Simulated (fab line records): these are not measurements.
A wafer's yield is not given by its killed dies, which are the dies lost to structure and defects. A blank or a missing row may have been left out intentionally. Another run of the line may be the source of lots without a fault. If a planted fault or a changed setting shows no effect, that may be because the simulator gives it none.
Code-filled problem report in 8D (eight disciplines) form + flow berkeleyCmos170 + the parts of the form that need people (team, actions taken, sign-off) are left out

1. THE PROBLEM
Mean of cdNm at UCB170_M3_CD_MEAS_15: 720.8 nm across 6 wafers in 2 lots; on wafers with no fault it is 700.4 nm (standard deviation 1.5). That is +14 standard deviations from the usual mean.
The step: target cd 700 nm.
The first sign was on wafer L360.1 at day 12 13:16, on cdSem-02. Wafers with a number at this step in the record: 42, from 14 lots. By rule, "out" or "out of limits" means more than 4 standard deviations away from the usual mean. The rest of the wafers with a number are treated as sound.

2. WHAT IT IS, WHAT IT ISN'T
| question                    | is                     | is not                                                                          |
|-----------------------------|------------------------|---------------------------------------------------------------------------------|
| which readings at this step | cdNm                   | -                                                                               |
| which lots                  | L360, L364             | L352, L353, L354, L355, L357, L358, L359, L361, L362, L363, L371, L373          |
| which wafers of those lots  | all that have a number | -                                                                               |
| read on which gauges        | cdSem-01, cdSem-02     | -                                                                               |
| when                        | from day 12 13:16      | up to then (27 sound wafers); but 9 sound wafers of L363, L371, L373 came after |

3. THE SUSPECTS, EACH WITH WHAT RULES IT OUT
Counting: a tool at a process step up to the reading stays a suspect if it ran every lot that is out and no sound lot after the first of them.
- the gauge at UCB170_M3_CD_MEAS_15 has been ruled out. Those wafers that are out were read across 2 gauges (cdSem-01, cdSem-02).
- lithoTrack-03 at UCB170_M3_SOFTBAKE_11 (time 60 s): kept. All lots that are out passed through it, beginning with L360 at day 12 12:00, and no sound lot followed; its final sound lot before that point was L361 at day 12 11:00. Its own readings are out on those wafers: heaterPowerTotalW, runLengthS.
After counting, what remains is lithoTrack-03 at UCB170_M3_SOFTBAKE_11.

4. THE CAUSE (what the simulator had put in)
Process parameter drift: lithoTrack-03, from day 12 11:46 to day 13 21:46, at UCB170_M3_SOFTBAKE_11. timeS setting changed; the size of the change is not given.
After counting, this tool was the only one left.

5. THE CHAIN OF EFFECTS, in route order
Each row: a reading whose mean over the struck wafers that have a number lies more than 3 standard deviations from the usual. Scope: only readings with a usual standard deviation given in the record; hours: median across lots of the time from each lot's start at the first step in this table that gives one to its start at this step; sigmas: change in usual standard deviations.
| hours | step                  | reading           | usual    | on struck wafers | change | sigmas      |
|-------|-----------------------|-------------------|----------|------------------|--------|-------------|
| 0     | UCB170_M3_SOFTBAKE_11 | heaterPowerTotalW | 56.80 W  | 80.20            | +23.40 | +99 or more |
| 0     | UCB170_M3_SOFTBAKE_11 | runLengthS        | 89.00 s  | 44.72            | -44.28 | -99 or more |
| 1     | UCB170_M3_CD_MEAS_15  | cdNm              | 700.4 nm | 720.8            | +20.4  | +14         |
Process steps it contains:
- UCB170_M3_SOFTBAKE_11: time 60 s.

6. HOW IT WOULD HAVE BEEN CAUGHT EARLIER
2 hours passed between the start of the fault at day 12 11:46 and the first reading out of limits at a measuring or inspecting step in this record, taken at day 12 13:16.
At UCB170_M3_SOFTBAKE_11, the tool's own readings (heaterPowerTotalW, runLengthS) were out on each struck wafer the step has a row for, so an alarm limit on them would have fired on the first such wafer.
Of the lots that are out (2), L364 began UCB170_M3_SOFTBAKE_11 on lithoTrack-03 after day 12 13:16. A tool hold placed at that time would have kept it from harm.
